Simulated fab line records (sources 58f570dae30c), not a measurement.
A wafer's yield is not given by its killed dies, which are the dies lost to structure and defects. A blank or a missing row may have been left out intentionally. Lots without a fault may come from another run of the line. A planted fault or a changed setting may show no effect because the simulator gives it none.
Comparing a struck lot with a sound one | flow berkeley_cmos170 | 15 out of 331 route steps
Sound: these wafers, L847.1, L847.2, L847.4. Struck: wafers L859.1, L859.4. (L859.6 of the same lot was not struck and is left out.) The cause comes at the end.
Order at every step that has rows: each side's tool, ch and its chambers, its first start. Under that, the readings that differ: sound wafers | struck wafers | difference of the means | sigmas: that difference in standard deviations of wafers without a fault.
alike: a reading whose means differ by less than 2 such deviations, as well as words and numbers matching on both sides. not compared: withheld readings; readings where some wafer has no value; bounds like >300 that might hide an equal value; numbers whose values overlap and for which the record gives no deviation.
Wherever a step has rows on one side only, a row that says differs or no value, or a row with sigmas, the two part there. Numbers that don't overlap but have no deviation are shown without sigmas and don't part them. A reading missing from all wafers of one side parts the sides only when that side holds two or more wafers.

first, 1 step without rows for these wafers: UCB170_M3_SOFTBAKE_06 (time 60 s).
UCB170_M3_STRIP_07: strips in O2.
  sound on plasma_asher-03 ch 0,1, day 8 03:55; struck on plasma_asher-01 ch 0,1, day 11 03:08
  alike: drypump_motor_current_A, o2_flow_sccm, oes_product_au, strip_time_to_endpoint_s
  not compared: rf_hours_counter_h
then, 7 steps without rows for these wafers: UCB170_M3_STRIP_08 (strips KrF in DMSO, time 600 s); UCB170_M3_COAT_09; UCB170_M3_COAT_10 (resist thk 900 nm); UCB170_M3_SOFTBAKE_11 (time 60 s); UCB170_M3_EXPOSE_12 (exposes mask METAL3, target cd 700 nm); UCB170_M3_PEB_13; UCB170_M3_DEVELOP_14 (develop time 45 s).
UCB170_M3_CD_MEAS_15: the cd target is 700 nm.
  sound: cd_sem-02 at day 8 05:02; struck: cd_sem-02 at day 11 04:22
  alike: cd_nm
UCB170_M3_OVL_MEAS_16:
  sound: overlay-01 at day 8 05:09; struck: overlay-01 at day 11 04:29
  alike: M3_OVL
UCB170_M3_ETCH_17: etches BARC in N2/H2.
  sound on rie_diel-02 ch 1,2,3, day 8 05:11; struck on rie_diel-03 ch 1,2, day 11 04:32
  alike: drypump_motor_current_A, oes_product_au, throttle_valve_pct
UCB170_M3_METAL_ETCH_18: etches Al in Cl2/BCl3, stops on SiO2, target depth 1170 nm, time 195 s.
  sound on rie_metal-01 ch 0,1, day 8 05:14; struck on rie_metal-01 ch 1, day 11 04:34
  reading                             | sound             | struck          | difference | sigmas
  over_etch_frac                      | 0.3 0.3 0.3       | 0.36085 0.36085 | +0.06085   |
  model.KrF_of_M3_COAT_10.thk_nm (nm) | 209.8 242.7 212.5 | 173.5 173.9     | -48.0      |
  alike: drypump_motor_current_A, he_backside_leak_sccm, oes_product_au, throttle_valve_pct
  not compared: rf_hours_counter_h
UCB170_M3_STRIP_19: strips in O2.
  sound on plasma_asher-01 ch 0,1, day 8 05:25; struck on plasma_asher-03 ch 0, day 11 04:46
  reading               | sound             | struck      | difference | sigmas
  oes_product_au (a.u.) | 0.539 0.573 0.546 | 0.499 0.502 | -0.052     | -3
  alike: drypump_motor_current_A, o2_flow_sccm
  not compared: rf_hours_counter_h
UCB170_M3_PROBE_99:
  rows exist in the record for the struck wafers here (prober-02, day 11 05:06), but not for the sound ones

WHERE THEY PART
At UCB170_M3_STRIP_19 first; at UCB170_M3_PROBE_99 last (within this record only).

WHY: what the simulator had put in
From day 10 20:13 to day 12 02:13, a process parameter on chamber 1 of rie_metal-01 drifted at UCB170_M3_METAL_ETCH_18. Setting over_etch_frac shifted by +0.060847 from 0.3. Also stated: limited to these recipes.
